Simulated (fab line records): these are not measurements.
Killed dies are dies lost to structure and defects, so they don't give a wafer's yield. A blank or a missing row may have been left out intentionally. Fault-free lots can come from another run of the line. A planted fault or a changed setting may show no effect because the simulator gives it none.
What tool caused it? :: flow ritCmos :: 45 wafers from 15 lots sampled at 3 of the route's 202 steps

WHAT EACH GAUGE READ, for each wafer
RIT_PWELL_TW_MEAS_10. Usual: for PWELL_TW the level is 949 and the standard deviation is 6.5.
lot: L766
measured: day 1 23:00
on: filmMetro-04
PWELL_TW: 948 949 952
flag: 

lot: L768
measured: day 2 12:14
on: filmMetro-01
PWELL_TW: 940 943 943
flag: 

lot: L769
measured: day 2 20:35
on: filmMetro-01
PWELL_TW: 939 942 937
flag: 

lot: L772
measured: day 3 10:45
on: filmMetro-01
PWELL_TW: 939 939 934
flag: 

lot: L773
measured: day 3 16:25
on: filmMetro-04
PWELL_TW: 956 957 956
flag: 

lot: L774
measured: day 3 18:40
on: filmMetro-01
PWELL_TW: 1168 1177 1169
flag: OFF

lot: L775
measured: day 3 22:01
on: filmMetro-03
PWELL_TW: 944 949 948
flag: 

lot: L776
measured: day 4 10:02
on: filmMetro-04
PWELL_TW: 953 954 954
flag: 

lot: L778
measured: day 4 16:38
on: filmMetro-04
PWELL_TW: 1193 1188 1190
flag: OFF

lot: L780
measured: day 5 00:25
on: filmMetro-01
PWELL_TW: 943 938 945
flag: 

lot: L785
measured: day 5 23:52
on: filmMetro-01
PWELL_TW: 1184 1174 1171
flag: OFF

lot: L786
measured: day 6 03:40
on: filmMetro-04
PWELL_TW: 948 950 950
flag: 

lot: L787
measured: day 6 09:05
on: filmMetro-04
PWELL_TW: 944 947 950
flag: 

lot: L788
measured: day 6 14:37
on: filmMetro-01
PWELL_TW: 947 946 946
flag: 

lot: L789
measured: day 6 21:27
on: filmMetro-04
PWELL_TW: 953 951 952
flag: 

RIT_WELLDRIVE_RS_MEAS_02: measurement is done with a four-point probe. Usual: for PWELL_RS the level is 430.4 ohm/sq and the standard deviation is 1.3.
lot: L766
measured: day 2 04:39
on: filmMetro-04
PWELL_RS (ohm/sq): 430.3 429.8 429.1
flag: 

lot: L768
measured: day 2 20:52
on: filmMetro-04
PWELL_RS (ohm/sq): 427.6 427.6 428.2
flag: 

lot: L769
measured: day 3 03:19
on: filmMetro-01
PWELL_RS (ohm/sq): 429.9 429.8 430.5
flag: 

lot: L772
measured: day 3 17:26
on: filmMetro-01
PWELL_RS (ohm/sq): 432.3 431.1 432.4
flag: 

lot: L773
measured: day 3 23:09
on: filmMetro-03
PWELL_RS (ohm/sq): 430.6 430.4 431.8
flag: 

lot: L774
measured: day 4 02:20
on: filmMetro-04
PWELL_RS (ohm/sq): 280.9 282.0 280.7
flag: OFF

lot: L775
measured: day 4 07:26
on: filmMetro-04
PWELL_RS (ohm/sq): 431.0 431.1 430.4
flag: 

lot: L776
measured: day 4 15:20
on: filmMetro-04
PWELL_RS (ohm/sq): 429.9 429.4 429.8
flag: 

lot: L778
measured: day 4 22:50
on: filmMetro-04
PWELL_RS (ohm/sq): 279.9 279.8 279.8
flag: OFF

lot: L780
measured: day 5 06:19
on: filmMetro-01
PWELL_RS (ohm/sq): 431.8 432.7 433.0
flag: 

lot: L785
measured: day 6 05:28
on: filmMetro-01
PWELL_RS (ohm/sq): 281.3 281.0 282.9
flag: OFF

lot: L786
measured: day 6 10:01
on: filmMetro-04
PWELL_RS (ohm/sq): 429.8 430.2 429.8
flag: 

lot: L787
measured: day 6 14:21
on: filmMetro-04
PWELL_RS (ohm/sq): 431.2 430.4 429.9
flag: 

lot: L788
measured: day 6 20:14
on: filmMetro-04
PWELL_RS (ohm/sq): 429.4 429.4 429.6
flag: 

lot: L789
measured: day 7 02:43
on: filmMetro-01
PWELL_RS (ohm/sq): 430.5 429.3 429.4
flag: 

EACH LOT AND THE TOOL THAT RAN IT (in order: tool; ch and the chambers of the sampled wafers; start)
lot: L766
RIT_PWELL_IMPLANT_08: implanter-01 ch 0, day 1 22:41

lot: L768
RIT_PWELL_IMPLANT_08: implanter-02 ch 0, day 2 11:54

lot: L769
RIT_PWELL_IMPLANT_08: implanter-02 ch 0, day 2 20:19

lot: L772
RIT_PWELL_IMPLANT_08: implanter-03 ch 0, day 3 10:26

lot: L773
RIT_PWELL_IMPLANT_08: implanter-03 ch 0, day 3 16:05

lot: L774
RIT_PWELL_IMPLANT_08: implanter-01 ch 0, day 3 18:02

lot: L775
RIT_PWELL_IMPLANT_08: implanter-02 ch 0, day 3 21:43

lot: L776
RIT_PWELL_IMPLANT_08: implanter-01 ch 0, day 4 09:44

lot: L778
RIT_PWELL_IMPLANT_08: implanter-02 ch 0, day 4 15:59

lot: L780
RIT_PWELL_IMPLANT_08: implanter-03 ch 0, day 5 00:05

lot: L785
RIT_PWELL_IMPLANT_08: implanter-03 ch 0, day 5 23:13

lot: L786
RIT_PWELL_IMPLANT_08: implanter-02 ch 0, day 6 03:23

lot: L787
RIT_PWELL_IMPLANT_08: implanter-02 ch 0, day 6 08:46

lot: L788
RIT_PWELL_IMPLANT_08: implanter-01 ch 0, day 6 14:17

lot: L789
RIT_PWELL_IMPLANT_08: implanter-03 ch 0, day 6 21:08
- RIT_PWELL_IMPLANT_08

WHAT THE TOOLS THEMSELVES READ (means of the sampled wafers that have a number; where no wafer has one, the mark that the record gives instead)
RIT_PWELL_IMPLANT_08. Usual: doseIonsCm2 7e+13, standard deviation 7.7e+10.
lot: L766
tool: implanter-01
doseIonsCm2: 7e+13
flag: 

lot: L768
tool: implanter-02
doseIonsCm2: 7e+13
flag: 

lot: L769
tool: implanter-02
doseIonsCm2: 7e+13
flag: 

lot: L772
tool: implanter-03
doseIonsCm2: 7e+13
flag: 

lot: L773
tool: implanter-03
doseIonsCm2: 7e+13
flag: 

lot: L774
tool: implanter-01
doseIonsCm2: 7e+13
flag: 

lot: L775
tool: implanter-02
doseIonsCm2: 7e+13
flag: 

lot: L776
tool: implanter-01
doseIonsCm2: 7e+13
flag: 

lot: L778
tool: implanter-02
doseIonsCm2: 7e+13
flag: 

lot: L780
tool: implanter-03
doseIonsCm2: 7e+13
flag: 

lot: L785
tool: implanter-03
doseIonsCm2: 7e+13
flag: 

lot: L786
tool: implanter-02
doseIonsCm2: 7e+13
flag: 

lot: L787
tool: implanter-02
doseIonsCm2: 7e+13
flag: 

lot: L788
tool: implanter-01
doseIonsCm2: 7e+13
flag: 

lot: L789
tool: implanter-03
doseIonsCm2: 7e+13
flag: 

THE ANSWER, worked out from the rows above alone
Rule: a lot is off if the mean of its wafers that have a number lies more than 3 standard deviations from the usual mean. Also off: a lot with no number at a reading for which 4 or more lots have one. Any other lot the step has rows for is counted as sound. Order of review: gauges by route order, followed by the tools' own readings, for which a lot's mean as printed above is used. At the first step where some lot is off, the reading lying furthest off is the one used; lots without a number count as furthest.
Off: L774, L778, L785, at RIT_PWELL_TW_MEAS_10 (PWELL_TW).
If a tool, at a process step before that reading, ran all the lots that are off and no sound lot after the first of them, it fits. Gauges at RIT_PWELL_TW_MEAS_10: tried the same way as those tools. None of those tried fits.

WHAT WAS PUT IN BY THE SIMULATOR
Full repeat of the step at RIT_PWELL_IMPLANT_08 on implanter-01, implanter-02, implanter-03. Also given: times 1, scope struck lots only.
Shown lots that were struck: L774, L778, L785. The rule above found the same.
